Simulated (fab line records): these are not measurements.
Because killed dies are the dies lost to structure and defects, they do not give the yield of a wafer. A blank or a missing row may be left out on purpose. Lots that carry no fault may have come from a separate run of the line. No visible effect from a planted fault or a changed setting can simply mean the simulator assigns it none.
Which tool was responsible? | flow berkeley-cmos170 | 15 lots, 45 wafers sampled, at 5 steps of a route of 331

WHAT EACH GAUGE READ, for each wafer
UCB170_NWELL_OVL_MEAS_12. Usual: NWELL_OVL typically reads 1 nm, with standard deviation 5.3.
lot  | measured    | on         | NWELL_OVL (nm) | flag
L369 | day 2 12:40 | overlay-01 | -3 -5 -8       |
L370 | day 2 18:00 | overlay-01 | 1 3 12         |
L371 | day 3 04:14 | overlay-01 | 3 -8 -3        |
L373 | day 3 04:21 | overlay-02 | 10 -3 7        |
L374 | day 3 14:46 | overlay-01 | -5 -4 0        |
L376 | day 3 22:02 | overlay-01 | -8 -4 -7       |
L375 | day 3 22:17 | overlay-01 | 3 -4 -2        |
L377 | day 4 06:28 | overlay-01 | 3 10 1         |
L379 | day 4 11:20 | overlay-02 | 10 8 11        |
L380 | day 4 20:43 | overlay-02 | -8 3 0         |
L381 | day 5 04:04 | overlay-01 | -8 0 5         |
L382 | day 5 04:12 | overlay-01 | 2 2 8          |
L387 | day 6 16:23 | overlay-02 | 6 5 2          |
L388 | day 6 16:29 | overlay-01 | 6 7 8          |
L389 | day 7 04:45 | overlay-01 | 0 1 -8         |

UCB170_GATE_OVL_MEAS_13. Usual: GATE_OVL typically reads 1 nm, with standard deviation 6.
lot  | measured     | on         | GATE_OVL (nm) | flag
L369 | day 7 11:23  | overlay-02 | 10 -2 14      |
L370 | day 7 23:42  | overlay-02 | -10 -4 -2     |
L371 | day 8 22:05  | overlay-01 | -5 1 8        |
L373 | day 8 21:51  | overlay-01 | -1 -3 -1      |
L374 | day 8 22:03  | overlay-02 | -16 -9 -2     |
L376 | day 9 16:34  | overlay-02 | -11 3 4       |
L375 | day 9 16:41  | overlay-01 | 4 -4 4        |
L377 | day 10 11:22 | overlay-02 | 4 -3 7        |
L379 | day 10 10:49 | overlay-02 | -8 7 -6       |
L380 | day 11 06:52 | overlay-02 | 2 5 7         |
L381 | day 11 07:08 | overlay-01 | 0 -6 -8       |
L382 | day 11 06:38 | overlay-02 | 2 5 15        |
L387 | day 12 21:20 | overlay-01 | -2 -10 -2     |
L388 | day 12 21:30 | overlay-02 | -12 6 -5      |
L389 | day 13 10:27 | overlay-02 | 16 3 9        |

UCB170_PLDD_OVL_MEAS_07. Usual: PLDD_OVL typically reads -3 nm, with standard deviation 5.2.
lot  | measured     | on         | PLDD_OVL (nm) | flag
L369 | day 7 12:55  | overlay-02 | 8 -7 7        |
L370 | day 8 01:20  | overlay-01 | 0 -8 -5       |
L371 | day 9 00:06  | overlay-01 | -6 -4 -7      |
L373 | day 8 23:49  | overlay-02 | 0 -2 -9       |
L374 | day 8 23:56  | overlay-01 | 0 3 8         |
L376 | day 9 18:06  | overlay-02 | -7 -12 -1     |
L375 | day 9 18:23  | overlay-01 | -3 -9 -3      |
L377 | day 10 13:49 | overlay-01 | 0 -3 -1       |
L379 | day 10 12:49 | overlay-01 | 2 4 6         |
L380 | day 11 12:12 | overlay-01 | -4 1 -8       |
L381 | day 11 12:28 | overlay-01 | -1 -6 -4      |
L382 | day 11 08:26 | overlay-02 | 5 2 1         |
L387 | day 12 23:52 | overlay-02 | 310 317 326   | OFF
L388 | day 13 00:10 | overlay-02 | 318 312 308   | OFF
L389 | day 13 12:15 | overlay-01 | 313 312 306   | OFF

UCB170_NSD_CD_MEAS_06 targets a cd of 1200 nm. Usual: cd-nm at 1199.8 nm, with a standard deviation of 1.2.
lot  | measured     | on        | cd-nm (nm)           | flag
L369 | day 8 06:18  | cd-sem-01 | 1199.5 1201.4 1199.1 |
L370 | day 8 20:28  | cd-sem-01 | 1199.1 1198.3 1200.5 |
L371 | day 9 18:51  | cd-sem-02 | 1199.1 1199.1 1198.9 |
L373 | day 9 18:15  | cd-sem-02 | 1202.9 1202.0 1202.6 |
L374 | day 9 18:35  | cd-sem-01 | 1199.5 1200.6 1199.0 |
L376 | day 10 10:01 | cd-sem-02 | 1199.9 1200.4 1200.0 |
L375 | day 10 10:34 | cd-sem-01 | 1199.6 1200.4 1201.6 |
L377 | day 11 05:37 | cd-sem-02 | 1201.5 1202.0 1201.8 |
L379 | day 11 05:05 | cd-sem-02 | 1199.3 1199.3 1198.0 |
L380 | day 12 06:41 | cd-sem-01 | 1198.3 1198.5 1199.3 |
L381 | day 12 06:22 | cd-sem-02 | 1201.7 1201.1 1199.7 |
L382 | day 12 06:28 | cd-sem-01 | 1197.2 1198.5 1199.0 |
L387 | day 13 13:21 | cd-sem-01 | 1198.7 1200.4 1198.6 |
L388 | day 13 13:02 | cd-sem-02 | 1200.5 1200.8 1199.7 |
L389 | day 14 00:53 | cd-sem-02 | 1198.5 1198.2 1198.1 |

EACH LOT AND THE TOOL THAT RAN IT (in order: tool; ch and the chambers of the sampled wafers; start)
lot  | UCB170_PLDD_EXPOSE_03
L369 | krf-scanner-02 ch 0, day 7 12:25
L370 | krf-scanner-01 ch 0, day 8 00:51
L371 | krf-scanner-02 ch 0, day 8 23:31
L373 | krf-scanner-02 ch 0, day 8 22:56
L374 | krf-scanner-01 ch 0, day 8 23:16
L376 | krf-scanner-01 ch 0, day 9 17:33
L375 | krf-scanner-01 ch 0, day 9 17:46
L377 | krf-scanner-01 ch 0, day 10 12:50
L379 | krf-scanner-02 ch 0, day 10 11:56
L380 | krf-scanner-01 ch 0, day 11 11:41
L381 | krf-scanner-02 ch 0, day 11 11:56
L382 | krf-scanner-02 ch 0, day 11 07:55
L387 | krf-scanner-01 ch 0, day 12 23:02
L388 | krf-scanner-01 ch 0, day 12 23:13
L389 | krf-scanner-01 ch 0, day 13 11:37
- UCB170_PLDD_EXPOSE_03: exposes mask PSELECT, target cd 1200 nm.

AS READ BY THE TOOLS THEMSELVES (means over the sampled wafers that have a number; for cases with no such wafer, the mark the record gives instead)
UCB170_PLDD_EXPOSE_03. Usual: reticle-temp-C at 22.98 C, with a standard deviation of 0.1.
lot  | tool           | reticle-temp-C (C) | flag
L369 | krf-scanner-02 | 23.01              |
L370 | krf-scanner-01 | 23.00              |
L371 | krf-scanner-02 | 23.07              |
L373 | krf-scanner-02 | 23.04              |
L374 | krf-scanner-01 | 22.93              |
L376 | krf-scanner-01 | 22.88              |
L375 | krf-scanner-01 | 22.97              |
L377 | krf-scanner-01 | 22.95              |
L379 | krf-scanner-02 | 23.06              |
L380 | krf-scanner-01 | 22.93              |
L381 | krf-scanner-02 | 22.89              |
L382 | krf-scanner-02 | 23.05              |
L387 | krf-scanner-01 | 22.93              |
L388 | krf-scanner-01 | 23.02              |
L389 | krf-scanner-01 | 23.03              |

THE ANSWER, worked out from the rows above alone
Rule: a lot is off if the mean of its wafers that have a number lies more than 3 standard deviations from the usual mean. Also off: a lot with no number at a reading for which 4 or more lots have one. All remaining lots with rows at the step are treated as sound. After the gauges, taken in route order, come the tools' own readings; for these a lot's mean is taken, as printed above. The first step at which some lot is off is used, and at that step the reading that is off furthest; a lot without a number counts as furthest.
Off: L387, L388, L389, seen at UCB170_PLDD_OVL_MEAS_07 (PLDD_OVL).
If a tool, at a process step before that reading, ran all the lots that are off and no sound lot after the first of them, it fits. The gauges at UCB170_PLDD_OVL_MEAS_07 are tried like those tools. One candidate fits, namely krf-scanner-01 at UCB170_PLDD_EXPOSE_03. A fault onset in the window from L380 (day 11 11:41, its last sound lot) to L387 (day 12 23:02, its first lot off) fits.

WHAT HAD BEEN PUT IN BY THE SIMULATOR
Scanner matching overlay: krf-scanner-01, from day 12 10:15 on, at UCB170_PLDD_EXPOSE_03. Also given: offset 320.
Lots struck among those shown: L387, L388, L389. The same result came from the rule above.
